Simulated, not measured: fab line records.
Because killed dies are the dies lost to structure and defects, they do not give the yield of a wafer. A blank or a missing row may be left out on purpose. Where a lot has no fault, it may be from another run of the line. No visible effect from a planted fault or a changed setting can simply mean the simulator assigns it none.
Struck lot and sound lot, side by side | flow berkeley cmos170 | 44 out of 331 route steps
Sound: wafers L685.1, L685.4, L685.6. Wafers L702.1, L702.2, L702.5 were the ones struck. The cause is given at the end.
For every step that has rows: the tool of each side, followed by ch and its chambers, followed by its first start. Under that, the readings that differ: sound wafers | struck wafers | difference of the means | sigmas: that difference in standard deviations of wafers without a fault.
alike: readings with means less than 2 such deviations apart, plus words and numbers identical on both sides. not compared: withheld readings, readings lacking a value on some wafer, bounds such as >300 that could conceal the same value, and numbers that have no deviation in the record and whose values overlap.
The two part at a step that has a row with sigmas, a row that says differs or no value, or rows on one side only. When numbers do not overlap yet have no deviation, they are printed without sigmas and do not part them. A reading that every wafer of one side lacks parts them only if that side has two wafers or more.

UCB170_GATE_STRIP_16: strips in O2.
  sound on plasma asher-01 ch 0,1, day 7 22:04; struck on plasma asher-01 ch 0,1, day 10 12:05
  alike: drypump motor current A, oes product au
  not compared: rf hours counter h
UCB170_GATE_CD_MEAS_90: target cd 350 nm.
  sound: cd sem-01 at day 7 22:10; struck: cd sem-02 at day 10 12:20
  alike: cd nm
then, 7 steps without rows for these wafers: UCB170_GATE_CLEAN_17 (cleans in SPM, time 600 s); UCB170_PLDD_HMDS_00 (prime time 60 s); UCB170_PLDD_COAT_01 (resist thk 900 nm); UCB170_PLDD_SOFTBAKE_02 (time 60 s); UCB170_PLDD_EXPOSE_03 (exposes mask PSELECT, target cd 1200 nm); UCB170_PLDD_PEB_04; UCB170_PLDD_DEVELOP_05 (develop time 45 s).
UCB170_PLDD_CD_MEAS_06: target cd 1200 nm.
  sound: cd sem-02 at day 8 00:06; struck: cd sem-02 at day 10 15:10
  alike: cd nm
UCB170_PLDD_OVL_MEAS_07:
  sound: overlay-02 at day 8 00:13; struck: overlay-01 at day 10 15:17
  alike: PLDD_OVL
then, 1 step without rows for these wafers: UCB170_PLDD_IMPLANT_08.
UCB170_PLDD_IMPLANT_09:
  sound on implanter-04 ch 0, day 8 00:25; struck on implanter-03 ch 0, day 10 15:47
UCB170_PLDD_STRIP_10: strips in O2.
  sound on plasma asher-02 ch 0,1, day 8 00:34; struck on plasma asher-01 ch 0,1, day 10 15:56
  reading                      | sound             | struck            | difference | sigmas
  strip time to endpoint s (s) | 21.57 21.51 21.52 | 21.70 21.75 21.64 | +0.16      | +2
  alike: drypump motor current A, oes product au
  not compared: rf hours counter h
UCB170_PLDD_TW_MEAS_11:
  sound: film metro-03 at day 8 00:40; struck: film metro-01 at day 10 16:02
  reading | sound          | struck         | difference | sigmas
  PLDD_TW | 1010 1013 1008 | 1125 1122 1129 | +115       | +15
then, 7 steps without rows for these wafers: UCB170_PLDD_CLEAN_12 (cleans in SPM, time 600 s); UCB170_NLDD_HMDS_00 (prime time 60 s); UCB170_NLDD_COAT_01 (resist thk 900 nm); UCB170_NLDD_SOFTBAKE_02 (time 60 s); UCB170_NLDD_EXPOSE_03 (exposes mask NSELECT, target cd 1200 nm); UCB170_NLDD_PEB_04; UCB170_NLDD_DEVELOP_05 (develop time 45 s).
UCB170_NLDD_CD_MEAS_06: target cd 1200 nm.
  sound: cd sem-02 at day 8 03:06; struck: cd sem-02 at day 10 17:25
  alike: cd nm
UCB170_NLDD_OVL_MEAS_07:
  sound: overlay-02 at day 8 03:13; struck: overlay-02 at day 10 17:32
  alike: NLDD_OVL
then, 2 steps without rows for these wafers: UCB170_NLDD_IMPLANT_08; UCB170_NLDD_IMPLANT_09.
UCB170_NLDD_STRIP_10: strips in O2.
  sound on plasma asher-04 ch 1, day 8 03:34; struck on plasma asher-03 ch 0,1, day 10 17:52
  reading                     | sound       | struck      | difference | sigmas
  drypump motor current A (A) | 6.1 6.1 6.1 | 5.1 5.7 5.2 | -0.8       | -2
  alike: oes product au, strip time to endpoint s
  not compared: rf hours counter h
UCB170_NLDD_TW_MEAS_11:
  sound: film metro-03 at day 8 03:40; struck: film metro-02 at day 10 17:58
  alike: NLDD_TW
then, 1 step without rows for these wafers: UCB170_NLDD_CLEAN_12 (cleans in SPM, time 600 s).
UCB170_SPACER_CVD_00: deposits SiO2 from TEOS/O2, target thk 376 nm, time 47 s.
  sound on pecvd-04 ch 1,2, day 8 03:53; struck on pecvd-03 ch 0,2, day 10 18:17
  alike: heater power w
UCB170_SPACER_THK_MEAS_01:
  sound: film metro-01 at day 8 03:56; struck: film metro-01 at day 10 18:19
  alike: SPACER_TEOS_THK
then, 1 step without rows for these wafers: UCB170_SPACER_ANNEAL_02 (time 1800 s).
UCB170_SPACER_ETCHBACK_03: etches SiO2 in CHF3/CF4/Ar, stops on Si, target depth 376 nm, time 100 s.
  sound on rie diel-01 ch 0,3, day 8 07:42; struck on rie diel-01 ch 0,1,2, day 10 23:43
  alike: drypump motor current A, oes product au, throttle valve pct
  not compared: rf hours counter h
then, 6 steps without rows for these wafers: UCB170_PSD_HMDS_00 (prime time 60 s); UCB170_PSD_COAT_01 (resist thk 900 nm); UCB170_PSD_SOFTBAKE_02 (time 60 s); UCB170_PSD_EXPOSE_03 (exposes mask PSELECT MOD, target cd 1200 nm); UCB170_PSD_PEB_04; UCB170_PSD_DEVELOP_05 (develop time 45 s).
UCB170_PSD_CD_MEAS_06: target cd 1200 nm.
  sound: cd sem-01 at day 8 09:30; struck: cd sem-01 at day 11 02:26
  alike: cd nm
UCB170_PSD_OVL_MEAS_07:
  sound: overlay-02 at day 8 09:37; struck: overlay-01 at day 11 02:34
  alike: PSD_OVL
then, 1 step without rows for these wafers: UCB170_PSD_IMPLANT_08.
UCB170_SDANNEAL_RS_MEAS_04: measurement is done with a four-point probe.
  sound: film metro-03 at day 8 13:46; struck: film metro-02 at day 11 07:08
  reading          | sound                | struck            | difference | sigmas
  PLDD_RS (ohm/sq) | 1027.7 1028.7 1035.5 | 756.9 757.7 758.5 | -272.9     | -99 or more
then, 1 step without rows for these wafers: UCB170_M3_PROBE_99.

## WHERE THEY PART
Last at UCB170_SDANNEAL_RS_MEAS_04 as far as this record goes, first at UCB170_PLDD_STRIP_10.

WHY: what the simulator had put in
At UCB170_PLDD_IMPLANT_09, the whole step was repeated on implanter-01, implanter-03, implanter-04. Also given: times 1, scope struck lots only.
